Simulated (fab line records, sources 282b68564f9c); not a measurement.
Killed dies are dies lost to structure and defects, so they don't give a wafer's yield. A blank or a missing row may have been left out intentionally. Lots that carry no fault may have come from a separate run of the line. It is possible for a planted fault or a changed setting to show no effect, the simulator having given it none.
fab line records	flow ritCmos
[record] lots = 14	wafers = 42	lastDay = 8
route steps=202 shown SPACER@130 CONTACT@169 M1@185
lots untouched by any fault: they come from a run of this same line in which no faults occurred
startH: the number of hours between the record's first day and the start of the first shown wafer of the lot	waitH: how many hours have passed since the lot's step before this one	" repeats the value in the row above	L1.1+2: a single row standing in for several wafers	- no value, or no start given	* or withheld: withheld	< > ~ a bound
route shown NAME@n: names a module that has steps shown in the file, with the first one's number in the route	usual: the fault-free wafers' mean and standard deviation	same: alike in all rows	chamber/n: place in a boat	sites: per-site readings	_std_site: how widely they spread, as a standard deviation	_edge_site: inner sites' mean taken away from outer sites' mean	radiusMm: how far each site lies from the wafer's centre	mask NAME#n: copy n	behind: the most recent tool/chamber to have shaped the wafer	hold: what put the lot on hold/how long, in hours/how the hold closed	device: transistor that didn't switch, given as n, p or np	end of line: the same wafers' tests at the end of the route	a step given without rows: its recipe and nothing more	killed: the dies lost at the first sort to structure and to defects; this is not the yield of the wafer	map: per-die view of a wafer (x killed, . not killed, _ where there is no die)
set.NAME: setting as actually run; set.NAME@STEP: the setting as run at that earlier step	model.NAME: the simulator's own value behind a step, which no gauge read
one table for each step of the route and one row for each wafer, over a sample of lots
services: when a tool's chamber went out of use (startH, in hours from the record's first day, below 0 if earlier), for how many hours, and the reason
[[steps]]
[step RIT_SPACER_ETCHBACK_05]
[recipe] targetDepthA = 2500	SF6_flow_sccm = 30	CHF3_flow_sccm = 30	target = Si3N4	chemistry = SF6/CHF3	pressureMtorr = 40	rfW = 250	timeS = 240	stopOn = SiO2
[usual] drypumpMotorCurrentA = 5.6/0.49	oesProductAu = 0.842/0.013	runLengthS = 268.3/0.36	throttleValvePct = 10.27/0.11
lot.wafer	tool	chamber	startH	waitH	drypumpMotorCurrentA	oesProductAu	rfHoursCounterH	runLengthS	throttleValvePct
L670.3	rieDiel-04	2	61.48	0.0	5.2	0.842	134	268.5	10.24
L670.5	"	1	"	"	5.2	0.833	-	268.1	10.28
L670.6	"	0	"	"	6.1	0.833	-	268.0	10.36
L669.1	rieDiel-03	3	62.11	0.1	5.2	0.826	37	267.7	10.12
L669.3	"	0	"	"	6.6	0.824	83	269.0	10.15
L669.4	"	2	"	"	5.2	0.836	4	268.7	10.28
L672.3	rieDiel-04	0	79.70	0.0	6.1	0.822	34	268.0	10.37
L672.4	"	1	"	"	5.2	0.829	50	268.9	10.29
L672.6	"	0	"	"	6.1	0.828	-	267.9	10.35
L673.1	rieDiel-03	0	82.58	0.1	6.6	0.826	84	268.5	10.16
L673.3	"	2	"	"	5.2	0.853	4	268.5	10.27
L673.5	"	2	"	"	5.2	0.859	-	268.8	10.29
L674.3	rieDiel-01	2	82.58	0.0	5.4	0.843	14	268.0	10.10
L674.4	"	1	"	"	5.8	0.831	148	268.4	10.43
L674.6	"	3	"	"	5.8	0.858	-	268.0	10.21
L675.1	rieDiel-01	2	98.42	0.1	5.4	0.850	14	268.8	10.10
L675.2	"	3	"	"	5.8	0.872	2	268.4	10.24
L675.3	"	0	"	"	6.1	0.864	93	267.4	10.48
L676.1	rieDiel-03	0	101.29	0.1	6.6	0.831	84	268.4	10.15
L676.5	"	3	"	"	5.2	0.839	-	268.4	10.13
L676.6	"	0	"	"	6.6	0.839	-	268.2	10.15
L678.2	rieDiel-03	2	106.77	0.0	5.2	0.851	5	268.6	10.28
L678.5	"	0	"	"	6.6	0.813	-	268.6	10.14
L678.6	"	3	"	"	5.2	0.838	-	268.0	10.12
L679.2	rieDiel-04	2	115.03	0.0	5.2	0.826	135	268.4	10.23
L679.3	"	3	"	"	5.6	0.826	96	268.3	10.29
L679.6	"	1	"	"	5.2	0.830	-	268.2	10.31
L684.1	rieDiel-01	3	139.17	0.1	5.9	0.857	2	268.2	10.25
L684.4	"	0	"	"	6.2	0.859	94	267.5	10.49
L684.5	"	2	"	"	5.5	0.842	-	268.3	10.09
L685.2	rieDiel-01	2	151.01	0.0	5.4	0.996	15	172.3	10.15
L685.3	"	3	"	"	5.8	0.998	2	172.1	10.29
L685.6	"	3	"	"	5.9	1.014	-	171.9	10.28
L687.2	rieDiel-01	0	158.67	0.0	6.2	1.015	94	171.5	10.53
L687.5	"	1	"	"	5.8	0.993	-	172.5	10.48
L687.6	"	0	"	"	6.2	1.010	-	171.4	10.53
L689.4	rieDiel-03	3	169.17	0.1	5.2	0.852	-	267.7	10.13
L689.5	"	1	"	"	5.0	0.852	-	268.7	10.35
L689.6	"	2	"	"	5.2	0.869	-	268.6	10.29
L691.2	rieDiel-03	2	185.68	0.0	5.2	0.844	6	268.5	10.27
L691.3	"	1	"	"	5.0	0.836	31	268.5	10.35
L691.5	"	2	"	"	5.2	0.845	-	268.7	10.27
[step RIT_CONTACT_THK_MEAS_01]
[recipe] reads = SiO2_of_CONTACT_CVD_00
[usual] CONTACT_TEOS_THK = 381/5.3
lot.wafer	tool	chamber	startH	waitH	CONTACT_TEOS_THK[nm]
L670.3	filmMetro-02	-	66.12	0.0	382
L670.5	"	-	"	"	389
L670.6	"	-	"	"	386
L669.1	filmMetro-02	-	66.84	0.0	374
L669.3	"	-	"	"	379
L669.4	"	-	"	"	385
L672.3	filmMetro-02	-	84.54	0.0	385
L672.4	"	-	"	"	389
L672.6	"	-	"	"	391
L673.1	filmMetro-01	-	87.34	0.0	375
L673.3	"	-	"	"	381
L673.5	"	-	"	"	386
L674.3	filmMetro-04	-	87.57	0.0	375
L674.4	"	-	"	"	378
L674.6	"	-	"	"	386
L675.1	filmMetro-04	-	103.13	0.0	387
L675.2	"	-	"	"	377
L675.3	"	-	"	"	384
L676.1	filmMetro-04	-	105.95	0.0	375
L676.5	"	-	"	"	384
L676.6	"	-	"	"	387
L678.2	filmMetro-04	-	111.70	0.0	385
L678.5	"	-	"	"	386
L678.6	"	-	"	"	386
L679.2	filmMetro-02	-	119.66	0.0	374
L679.3	"	-	"	"	374
L679.6	"	-	"	"	382
L684.1	filmMetro-04	-	144.20	0.0	382
L684.4	"	-	"	"	388
L684.5	"	-	"	"	387
L689.4	filmMetro-01	-	173.78	0.0	386
L689.5	"	-	"	"	390
L689.6	"	-	"	"	387
L691.2	filmMetro-04	-	190.53	0.0	368
L691.3	"	-	"	"	378
L691.5	"	-	"	"	377
[step RIT_CONTACT_CD_MEAS_08]
[recipe] targetCdNm = 1000
[usual] cdNm = 1000.3/2
lot.wafer	tool	chamber	startH	waitH	cdNm
L670.3	cdSem-01	-	67.29	-	1001.0
L670.5	"	-	"	"	1001.0
L670.6	"	-	"	"	1002.3
L669.1	cdSem-01	-	68.00	-	1001.9
L669.3	"	-	"	"	1004.2
L669.4	"	-	"	"	1004.0
L672.3	cdSem-01	-	85.79	-	1000.0
L672.4	"	-	"	"	1000.2
L672.6	"	-	"	"	1001.3
L673.1	cdSem-01	-	88.36	-	1004.8
L673.3	"	-	"	"	1001.8
L673.5	"	-	"	"	1003.0
L674.3	cdSem-01	-	88.74	-	1002.6
L674.4	"	-	"	"	1000.9
L674.6	"	-	"	"	1001.7
L675.1	cdSem-02	-	104.16	-	997.6
L675.2	"	-	"	"	999.3
L675.3	"	-	"	"	1000.1
L676.1	cdSem-02	-	106.99	-	1000.7
L676.5	"	-	"	"	1001.2
L676.6	"	-	"	"	1001.9
L678.2	cdSem-02	-	112.95	-	1000.0
L678.5	"	-	"	"	1003.4
L678.6	"	-	"	"	1002.4
L679.2	cdSem-02	-	120.70	-	1000.3
L679.3	"	-	"	"	1002.9
L679.6	"	-	"	"	1001.6
L684.1	cdSem-02	-	145.25	-	998.2
L684.4	"	-	"	"	996.8
L684.5	"	-	"	"	996.3
L689.4	cdSem-01	-	174.83	-	998.0
L689.5	"	-	"	"	997.9
L689.6	"	-	"	"	996.5
L691.2	cdSem-01	-	191.57	-	1000.4
L691.3	"	-	"	"	1000.0
L691.5	"	-	"	"	998.9
[step RIT_M1_RS_MEAS_01]
[recipe] thkMeasGauge = four-point-probe	reads = Al_of_M1_SPUTTER_00
[usual] M1_AL_RS = 0.0772/0.00063
lot.wafer	tool	chamber	startH	waitH	M1_AL_RS[ohm/sq]
L670.3	filmMetro-02	-	68.75	0.2	0.0770
L670.5	"	-	"	"	0.0769
L670.6	"	-	"	"	0.0766
L669.1	filmMetro-03	-	69.44	0.2	0.0770
L669.3	"	-	"	"	0.0764
L669.4	"	-	"	"	0.0770
L672.3	filmMetro-03	-	87.25	0.2	0.0773
L672.4	"	-	"	"	0.0770
L672.6	"	-	"	"	0.0768
L673.1	filmMetro-01	-	89.82	0.2	0.0787
L673.3	"	-	"	"	0.0775
L673.5	"	-	"	"	0.0776
L674.3	filmMetro-02	-	90.18	0.2	0.0771
L674.4	"	-	"	"	0.0778
L674.6	"	-	"	"	0.0767
L675.1	filmMetro-01	-	105.60	0.2	0.0779
L675.2	"	-	"	"	0.0779
L675.3	"	-	"	"	0.0776
L676.1	filmMetro-01	-	108.52	0.2	0.0780
L676.5	"	-	"	"	0.0782
L676.6	"	-	"	"	0.0789
L678.2	filmMetro-03	-	114.40	0.2	0.0771
L678.5	"	-	"	"	0.0777
L678.6	"	-	"	"	0.0776
L679.2	filmMetro-02	-	122.14	0.2	0.0770
L679.3	"	-	"	"	0.0775
L679.6	"	-	"	"	0.0769
L684.1	filmMetro-02	-	146.69	0.2	0.0772
L684.4	"	-	"	"	0.0764
L684.5	"	-	"	"	0.0775
L689.4	filmMetro-01	-	176.40	0.2	0.0769
L689.5	"	-	"	"	0.0765
L689.6	"	-	"	"	0.0765
L691.2	filmMetro-02	-	193.25	0.2	0.0779
L691.3	"	-	"	"	0.0778
L691.5	"	-	"	"	0.0770
[step RIT_M1_PROBE_99]
[usual] killed_at_M0_to_M3 = 0.0/0.083	killedAtContacts = 0.0/0.16	killedAtFrontEnd = 7/3.1	killedDies = 7/3.1	killedOnRim = 1.9/1.4	killedOpen = 3.6/2.2	killedShort = 3.4/2.1
[same] grossDies = 264	killed_at_M4_up = 0	killedAtBackSide = 0	killedAtOther = 0
lot.wafer	tool	chamber	startH	waitH	killed_at_M0_to_M3	killedAtContacts	killedAtFrontEnd	killedDies	killedOnRim	killedOpen	killedShort
L670.3	prober-02	-	72.65	0.2	0	0	6	6	2	3	3
L670.5	prober-02	-	72.75	0.2	0	0	6	6	0	5	1
L670.6	prober-02	-	72.80	0.2	1	0	5	6	2	2	4
L669.1	prober-01	-	74.05	0.1	0	0	5	5	1	2	3
L669.3	prober-01	-	74.15	0.2	0	0	13	13	2	3	10
L669.4	prober-01	-	74.20	0.2	0	0	7	7	0	4	3
L672.3	prober-01	-	91.16	0.2	0	0	7	7	0	5	2
L672.4	prober-01	-	91.21	0.2	0	0	9	9	5	7	2
L672.6	prober-01	-	91.31	0.2	0	0	8	8	1	5	3
L673.1	prober-02	-	93.61	0.1	0	0	7	7	1	5	2
L673.3	prober-02	-	93.71	0.2	0	0	13	13	4	9	4
L673.5	prober-02	-	93.81	0.2	0	1	3	4	1	1	3
L674.3	prober-01	-	95.21	0.2	0	0	6	6	2	4	2
L674.4	prober-01	-	95.26	0.2	0	0	2	2	0	1	1
L674.6	prober-01	-	95.36	0.2	0	0	5	5	0	3	2
L675.1	prober-02	-	109.49	0.1	0	0	6	6	1	5	1
L675.2	prober-02	-	109.54	0.1	0	0	7	7	3	6	1
L675.3	prober-02	-	109.59	0.2	0	0	3	3	0	1	2
L676.1	prober-01	-	112.51	0.1	0	0	6	6	2	2	4
L676.5	prober-01	-	112.71	0.2	0	0	10	10	3	6	4
L676.6	prober-01	-	112.76	0.2	0	0	5	5	0	2	3
L678.2	prober-01	-	118.28	0.1	0	0	3	3	2	1	2
L678.5	prober-01	-	118.43	0.2	0	0	12	12	3	7	5
L678.6	prober-01	-	118.48	0.2	0	0	0	0	0	0	0
L679.2	prober-02	-	126.17	0.1	0	0	6	6	1	2	4
L679.3	prober-02	-	126.22	0.2	0	0	8	8	4	4	4
L679.6	prober-02	-	126.37	0.2	0	0	6	6	2	5	1
L684.1	prober-01	-	151.82	0.1	0	0	12	12	1	5	7
L684.4	prober-01	-	151.97	0.2	0	0	9	9	1	4	5
L684.5	prober-01	-	152.02	0.2	0	0	3	3	0	1	2
L685.2	prober-02	-	162.29	0.1	0	0	264	264	70	0	3
L685.3	prober-02	-	162.34	0.2	0	0	264	264	70	3	1
L685.6	prober-02	-	162.49	0.2	0	0	264	264	70	3	6
L687.2	prober-01	-	170.06	0.1	0	0	264	264	70	0	2
L687.5	prober-01	-	170.21	0.2	0	0	264	264	70	4	2
L687.6	prober-01	-	170.26	0.2	0	0	264	264	70	7	2
L689.4	prober-01	-	180.28	0.2	0	0	6	6	3	3	3
L689.5	prober-01	-	180.33	0.2	0	0	7	7	1	3	4
L689.6	prober-01	-	180.38	0.2	0	1	9	10	0	7	3
L691.2	prober-01	-	197.33	0.1	0	0	7	7	3	4	3
L691.3	prober-01	-	197.38	0.2	0	0	5	5	2	0	5
L691.5	prober-01	-	197.48	0.2	0	0	7	7	2	0	7
// killed by level:class
L670.3 GATE:geometricParticle:short=2 GATE:geometricParticle:open=2 FOX1:geometricParticle:open=1 FOX2:geometricParticle:short=1
L670.5 GATE:geometricParticle:open=3 REOX:geometricParticle:short=1 SPACER:geometricParticle:open=1 SILICIDE:geometricParticle:open=1
L670.6 FOX1:geometricParticle:open=2 GATE:geometricParticle:short=1 REOX:geometricParticle:short=1 SILICIDE:geometricParticle:short=1 M1:geometricParticle:short=1
L669.1 FOX1:geometricParticle:short=1 FOX1:geometricParticle:open=1 GATE:geometricParticle:short=1 GATE:geometricParticle:open=1 REOX:geometricParticle:short=1
L669.3 GATE:geometricParticle:short=3 FOX2:geometricParticle:short=2 GATE:geometricParticle:open=2 REOX:geometricParticle:short=2 FOX1:geometricParticle:short=1 SPACER:geometricParticle:short=1 SILICIDE:geometricParticle:short=1 SILICIDE:geometricParticle:open=1
L669.4 REOX:geometricParticle:open=2 REOX:geometricParticle:short=2 ACTIVE:geometricParticle:open=1 GATE:geometricParticle:short=1 SPACER:geometricParticle:open=1
L672.3 SILICIDE:geometricParticle:open=3 GATE:geometricParticle:open=2 GATE:geometricParticle:short=1 SPACER:geometricParticle:short=1
L672.4 SILICIDE:geometricParticle:open=3 GATE:geometricParticle:open=2 FOX1:geometricParticle:short=1 FOX1:geometricParticle:open=1 FOX2:geometricParticle:open=1 SILICIDE:geometricParticle:short=1
L672.6 GATE:geometricParticle:open=2 GATE:geometricParticle:short=2 FOX1:geometricParticle:short=1 FOX2:geometricParticle:open=1 REOX:geometricParticle:open=1 SILICIDE:geometricParticle:open=1
L673.1 GATE:geometricParticle:open=2 FOX1:geometricParticle:open=1 REOX:geometricParticle:short=1 REOX:geometricParticle:open=1 SPACER:geometricParticle:short=1 SILICIDE:geometricParticle:open=1
L673.3 GATE:geometricParticle:open=4 FOX2:geometricParticle:open=2 ACTIVE:geometricParticle:open=1 FOX1:geometricParticle:short=1 FOX2:geometricParticle:short=1 GATE:geometricParticle:short=1 SPACER:geometricParticle:short=1 SPACER:geometricParticle:open=1
L673.5 GATE:geometricParticle:short=2 REOX:geometricParticle:short=1 CONTACT:geometricParticle:open=1
L674.3 REOX:geometricParticle:open=2 GATE:geometricParticle:short=1 SPACER:geometricParticle:short=1 SPACER:geometricParticle:open=1 SILICIDE:geometricParticle:open=1
L674.4 FOX2:geometricParticle:short=1 GATE:geometricParticle:open=1
L674.6 GATE:geometricParticle:short=2 FOX1:geometricParticle:open=1 FOX2:geometricParticle:open=1 REOX:geometricParticle:open=1
L675.1 GATE:geometricParticle:open=3 SILICIDE:geometricParticle:open=2 SILICIDE:geometricParticle:short=1
L675.2 SILICIDE:geometricParticle:open=3 GATE:geometricParticle:open=2 REOX:geometricParticle:open=1 SPACER:geometricParticle:short=1
L675.3 FOX1:geometricParticle:open=1 GATE:geometricParticle:short=1 REOX:geometricParticle:short=1
L676.1 SILICIDE:geometricParticle:short=3 GATE:geometricParticle:open=1 GATE:geometricParticle:short=1 REOX:geometricParticle:open=1
L676.5 GATE:geometricParticle:open=5 GATE:geometricParticle:short=2 FOX1:geometricParticle:short=1 SPACER:geometricParticle:open=1 SILICIDE:geometricParticle:short=1
L676.6 GATE:geometricParticle:short=2 FOX1:geometricParticle:open=1 GATE:geometricParticle:open=1 REOX:geometricParticle:short=1
L678.2 FOX2:geometricParticle:short=1 GATE:geometricParticle:open=1 SPACER:geometricParticle:short=1
L678.5 GATE:geometricParticle:open=5 GATE:geometricParticle:short=4 FOX2:geometricParticle:short=1 REOX:geometricParticle:open=1 SPACER:geometricParticle:open=1
L679.2 FOX1:geometricParticle:short=1 GATE:geometricParticle:open=1 GATE:geometricParticle:short=1 REOX:geometricParticle:open=1 REOX:geometricParticle:short=1 SPACER:geometricParticle:short=1
L679.3 GATE:geometricParticle:short=3 GATE:geometricParticle:open=3 FOX1:geometricParticle:short=1 FOX2:geometricParticle:open=1
L679.6 SILICIDE:geometricParticle:open=2 REOX:geometricParticle:short=1 FOX1:geometricParticle:open=1 REOX:geometricParticle:open=1 SPACER:geometricParticle:open=1
L684.1 GATE:geometricParticle:short=4 FOX1:geometricParticle:short=3 GATE:geometricParticle:open=2 SILICIDE:geometricParticle:open=2 FOX1:geometricParticle:open=1
L684.4 SPACER:geometricParticle:short=3 GATE:geometricParticle:short=2 FOX1:geometricParticle:open=1 GATE:geometricParticle:open=1 SPACER:geometricParticle:open=1 SILICIDE:geometricParticle:open=1
L684.5 SPACER:geometricParticle:short=2 SILICIDE:geometricParticle:open=1
L685.2 SPACER:areaEtchback=261 SPACER:geometricParticle:short=3
L685.3 SPACER:areaEtchback=260 FOX1:geometricParticle:open=2 GATE:geometricParticle:short=1 SPACER:geometricParticle:open=1
L685.6 SPACER:areaEtchback=255 FOX1:geometricParticle:short=2 GATE:geometricParticle:short=2 FOX2:geometricParticle:short=1 GATE:geometricParticle:open=1 SPACER:geometricParticle:short=1 SPACER:geometricParticle:open=1 SILICIDE:geometricParticle:open=1
L687.2 SPACER:areaEtchback=262 GATE:geometricParticle:short=1 SPACER:geometricParticle:short=1
L687.5 SPACER:areaEtchback=258 REOX:geometricParticle:open=3 FOX1:geometricParticle:open=1 REOX:geometricParticle:short=1 SPACER:geometricParticle:short=1
L687.6 SPACER:areaEtchback=255 GATE:geometricParticle:open=4 REOX:geometricParticle:open=2 FOX2:geometricParticle:short=1 FOX2:geometricParticle:open=1 GATE:geometricParticle:short=1
L689.4 FOX1:geometricParticle:open=1 FOX1:geometricParticle:short=1 FOX2:geometricParticle:short=1 GATE:geometricParticle:open=1 REOX:geometricParticle:short=1 SILICIDE:geometricParticle:open=1
L689.5 GATE:geometricParticle:short=2 GATE:geometricParticle:open=2 FOX1:geometricParticle:short=1 FOX1:geometricParticle:open=1 REOX:geometricParticle:short=1
L689.6 GATE:geometricParticle:open=3 FOX1:geometricParticle:short=2 FOX1:geometricParticle:open=1 REOX:geometricParticle:open=1 SPACER:geometricParticle:short=1 SILICIDE:geometricParticle:open=1 CONTACT:geometricParticle:open=1
L691.2 GATE:geometricParticle:open=3 GATE:geometricParticle:short=2 FOX1:geometricParticle:open=1 REOX:geometricParticle:short=1
L691.3 GATE:geometricParticle:short=3 FOX1:geometricParticle:short=1 SPACER:geometricParticle:short=1
L691.5 FOX1:geometricParticle:short=3 GATE:geometricParticle:short=2 REOX:geometricParticle:short=2
[[services]]
tool	chamber	startH	hours	kind
rieDiel-04	3	60.48	3.4	repair
rieDiel-01	0	64.56	14.7	repair
rieDiel-03	-	86.91	0.4	repair
rieDiel-01	1	162.41	-	clean
rieDiel-01	1	162.41	14.6	scheduledDown
rieDiel-01	1	162.41	14.6	ventCycle
rieDiel-03	0	168.18	11.3	repair
rieDiel-03	1	171.27	6.7	repair
rieDiel-03	3	172.16	2.5	repair
rieDiel-01	0	182.54	5.6	repair
[[key]]
[firstSign] step = RIT_SPACER_ETCHBACK_05	reading = runLengthS	direction = down	sigmas = 99+	usual = *	struck = *
[effect] step = RIT_SPACER_ETCHBACK_05	reading = oesProductAu	direction = up	sigmas = 12	usual = 0.842	struck = 1.004
[effect] step = RIT_M1_PROBE_99	reading = killedAtFrontEnd	direction = up	sigmas = 83	usual = 7	struck = 264
[moreKillsBornAt] RIT_SPACER_ETCHBACK_05@rieDiel-01 = 1551
metAt RIT_SPACER_ETCHBACK_05
struckLots L685,L687
laterRowsLeftOut L685.2,L685.3,L685.6,L687.2,L687.5,L687.6
testerLeftOut L685,L687
notActingAt RIT_CONTACT_THK_MEAS_01,RIT_CONTACT_CD_MEAS_08,RIT_M1_RS_MEAS_01
onsetBetween 139.17 151.01
[fault] kind = processParameterDrift	tool = rieDiel-01	chamber = -	onsetH = 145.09	steps = RIT_SPACER_ETCHBACK_05	channel = timeS	offset = *	shape = step	endH = 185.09	actsIn = *	stated = *
// testerLeftOut: of these lots the tester's yield and bins aren't shown, on N5 and GAA mostly nor the transistor test; their killed dies are dies lost to structure and defects alone, not to doping, threshold or leakage, so they don't give the yield
// laterRowsLeftOut: the simulator's readings of these wafers behind a module that went badly wrong aren't trusted and aren't shown, but for the sort
